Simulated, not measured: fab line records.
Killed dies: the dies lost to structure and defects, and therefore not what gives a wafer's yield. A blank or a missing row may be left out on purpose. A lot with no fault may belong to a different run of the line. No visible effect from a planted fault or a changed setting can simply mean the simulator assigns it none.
The tool behind it: which one? / flow berkeleyCmos170 / Sampling: 7 lots, 20 wafers, 2 of 331 route steps

## WHAT EACH GAUGE READ, for each wafer
UCB170_SPACER_THK_MEAS_01.
lot=L222; measured=day 7 00:59; on=filmMetro-03; SPACER_TEOS_THK (nm)=372 369 377
lot=L224; measured=day 8 03:29; on=filmMetro-03; SPACER_TEOS_THK (nm)=375 384 379
lot=L226; measured=day 8 08:59; on=filmMetro-01; SPACER_TEOS_THK (nm)=369 372 371
lot=L230; measured=day 8 21:04; on=filmMetro-03; SPACER_TEOS_THK (nm)=748 751 748 751
lot=L235; measured=day 10 10:09; on=filmMetro-02; SPACER_TEOS_THK (nm)=367 374 378
lot=L238; measured=day 11 02:16; on=filmMetro-02; SPACER_TEOS_THK (nm)=381 378 380
lot=L244; measured=day 12 13:47; on=filmMetro-03; SPACER_TEOS_THK (nm)=371 375 377

## EACH LOT AND THE TOOL THAT RAN IT (in order: tool; ch and the chambers of the sampled wafers; start)
lot=L222; UCB170_SPACER_CVD_00=pecvd-01 ch 0,2, day 7 00:56
lot=L224; UCB170_SPACER_CVD_00=pecvd-04 ch 0,1,2, day 8 03:25
lot=L226; UCB170_SPACER_CVD_00=pecvd-03 ch 0,1,2, day 8 08:56
lot=L230; UCB170_SPACER_CVD_00=pecvd-04 ch 1,2, day 8 20:49
lot=L235; UCB170_SPACER_CVD_00=pecvd-03 ch 0,1,2, day 10 10:07
lot=L238; UCB170_SPACER_CVD_00=pecvd-03 ch 0,2, day 11 02:13
lot=L244; UCB170_SPACER_CVD_00=pecvd-03 ch 0,2, day 12 13:44
- UCB170_SPACER_CVD_00: deposits SiO2 from TEOS/O2, target thk 376 nm, time 47 s.

## THE ANSWER, worked out from the rows above alone
Rule: usual is defined by the lots themselves. Put in order of their means at a reading, lots are off if they are a third of the lots or fewer, leave a main group of 4 or more, and stand apart from it by a gap of 3 or more times the standard deviation of the main group's means; of several such gaps the widest counts. A main group is skipped when, at the precision printed for the reading in the tables above, its means are all equal. Also off: a lot with no number at a reading for which 4 or more lots have one. Where the step has rows for the other lots, those lots are counted as sound.
Off: L230, at UCB170_SPACER_THK_MEAS_01 (SPACER_TEOS_THK). For the main group the mean is 375 nm and the standard deviation 3.4.
If a tool, at a process step before that reading, ran all the lots that are off and no sound lot after the first of them, it fits. Those tools and the gauges at UCB170_SPACER_THK_MEAS_01 are tried in the same way. One fits: pecvd-04 at UCB170_SPACER_CVD_00. Its last sound lot is L224 (day 8 03:25), its first lot that is off L230 (day 8 20:49): a fault that began between those two fits.

## WHAT THE SIMULATOR HAD PUT IN
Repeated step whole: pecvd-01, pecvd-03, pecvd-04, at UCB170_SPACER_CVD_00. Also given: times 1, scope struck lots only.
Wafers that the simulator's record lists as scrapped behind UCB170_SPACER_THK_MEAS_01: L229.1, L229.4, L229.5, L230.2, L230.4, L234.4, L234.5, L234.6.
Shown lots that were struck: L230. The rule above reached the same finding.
